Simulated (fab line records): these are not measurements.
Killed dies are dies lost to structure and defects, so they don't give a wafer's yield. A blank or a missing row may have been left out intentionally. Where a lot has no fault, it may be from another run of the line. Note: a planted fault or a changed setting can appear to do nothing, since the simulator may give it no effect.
Code-filled problem report in 8D (eight disciplines) form -- flow rit_cmos -- the parts of the form that need people (team, actions taken, sign-off) are left out

== 1. WHAT IS WRONG ==
Across 6 wafers from 2 lots, NWELL_TW at RIT_NWELL_TW_MEAS_10 averages 2012, while fault-free wafers read 2163 with a standard deviation of 10. Relative to the usual mean, that is a shift of -15 standard deviations.
Seen first at day 3 22:58 on film_metro-03, wafer L896.2. The record has a number at this step for 36 wafers belonging to 12 lots. The rule behind "out" and "out of limits": a value lying over 4 standard deviations away from the usual mean. All remaining wafers that have a number are taken as sound.

== 2. WHAT THIS IS AND IS NOT ==
question,is,is not
which readings at this step,NWELL_TW,-
which lots,"L896, L898","L886, L887, L888, L889, L890, L895, L905, L906, L908, L909"
which wafers of those lots,all that have a number,-
read on which gauges,"film_metro-02, film_metro-03",film_metro-04
when,from day 3 22:58,"up to then (18 sound wafers); but 12 sound wafers of L905, L906, L908, L909 came after"

== 3. SUSPECTS, AND WHAT RULES EACH OUT ==
Counting: a tool at a process step up to the reading stays a suspect if it ran every lot that is out and no sound lot after the first of them.
- the gauge at RIT_NWELL_TW_MEAS_10: ruled out. 2 gauges (film_metro-02, film_metro-03) read the wafers that are out.
- implanter-01 at RIT_NWELL_IMPLANT_08: ruled out as a lasting fault. After its first lot that is out, L896 (day 3 22:40), sound lots L909 ran on it.
Left after counting: nothing in the record.

== 4. THE CAUSE (what the simulator had put in) ==
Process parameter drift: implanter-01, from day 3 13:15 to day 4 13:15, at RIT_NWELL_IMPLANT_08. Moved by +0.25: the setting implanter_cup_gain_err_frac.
It was ruled out by counting, in error; the rule expects a fault to strike all lots run on its tool from its start on, and this fault did not.

== 5. THE CHAIN OF EFFECTS, in route order ==
Each row: a reading whose mean over the struck wafers that have a number lies more than 3 standard deviations from the usual. Only readings for which the record gives a usual standard deviation are gone through. hours: the time from each lot's start at the first step in this table that gives one to its start at this step, as a median over the lots. sigmas: the change in usual standard deviations.
hours,step,reading,usual,on struck wafers,change,sigmas
0,RIT_NWELL_IMPLANT_08,beam_on_s,9.99 s,7.94,-2.05,-9.3
0,RIT_NWELL_IMPLANT_08,faraday_current_uA,159,200,+40,+12
0,RIT_NWELL_TW_MEAS_10,NWELL_TW,2163,2012,-150,-15
7,RIT_WELLDRIVE_RS_MEAS_01,NWELL_RS,275.5 ohm/sq,318.1,+42.6,+50
Process steps it contains:
- RIT_NWELL_IMPLANT_08

== 6. WHAT WOULD HAVE CAUGHT IT SOONER ==
In this record the first reading out of limits at a measuring or inspecting step was taken at day 3 22:58, 10 hours after the fault began at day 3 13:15.
At RIT_NWELL_IMPLANT_08, the tool's own readings (beam_on_s, faraday_current_uA) were out on each struck wafer the step has a row for, so an alarm limit on them would have fired on the first such wafer.
